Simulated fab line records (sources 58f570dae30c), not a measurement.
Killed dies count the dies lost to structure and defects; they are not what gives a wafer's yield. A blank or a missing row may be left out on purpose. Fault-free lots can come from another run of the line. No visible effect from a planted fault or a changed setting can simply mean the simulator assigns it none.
Chamber matching || flow berkeley-cmos170 || UCB170_SPACER_CVD_00 on pecvd-01: 3 sister chambers
The step deposits SiO2 from TEOS/O2, target thk 376 nm, time 47 s. 6 wafers are shown with their chamber, then 7 later ones without.

EACH WAFER AND ITS CHAMBER
{"wafer": "L913.4", "chamber": 0, "heater-power-w (W)": 272}
{"wafer": "L915.3", "chamber": 1, "heater-power-w (W)": 279}
{"wafer": "L915.4", "chamber": 2, "heater-power-w (W)": 279}
{"wafer": "L915.5", "chamber": 1, "heater-power-w (W)": 287}
{"wafer": "L921.1", "chamber": 0, "heater-power-w (W)": 264}
{"wafer": "L921.2", "chamber": 2, "heater-power-w (W)": 306}

WAFERS MISSING THEIR CHAMBER
{"wafer": "L921.5", "heater-power-w (W)": 308}
{"wafer": "L924.2", "heater-power-w (W)": 244}
{"wafer": "L924.3", "heater-power-w (W)": 311}
{"wafer": "L924.5", "heater-power-w (W)": 309}
{"wafer": "L927.1", "heater-power-w (W)": 219}
{"wafer": "L927.3", "heater-power-w (W)": 243}
{"wafer": "L927.4", "heater-power-w (W)": 263}

WHICH CHAMBER EACH ONE RAN IN
{"wafer": "L921.5", "from the rows above": "can't be placed: 2 or 1", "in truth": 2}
{"wafer": "L924.2", "from the rows above": "can't be placed: 0 or 1", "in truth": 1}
{"wafer": "L924.3", "from the rows above": "can't be placed: 2 or 1", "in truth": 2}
{"wafer": "L924.5", "from the rows above": "can't be placed: 2 or 1", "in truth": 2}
{"wafer": "L927.1", "from the rows above": "can't be placed: 0 or 1", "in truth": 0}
{"wafer": "L927.3", "from the rows above": "can't be placed: 0 or 1", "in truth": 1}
{"wafer": "L927.4", "from the rows above": "can't be placed: 0 or 1", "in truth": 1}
Placed correctly: 0 of 7. From these rows, 7 cannot be placed; in 7 the true chamber is one of the candidates. Wrongly placed: 0.
How it was worked out, from the rows above alone: a wafer's distance from a chamber is the root of the sum, over the readings, of the square of ((its reading less the chamber's mean) divided by the reading's scatter). If the next closest chamber is less than 2 further off than the closest, the wafer can't be placed; otherwise it belongs to the closest. A chamber's mean is the mean of its shown wafers. The scatter is the square root of a quotient: the sum, over the shown wafers, of each reading's squared deviation from its chamber's mean, divided by wafers minus chambers.
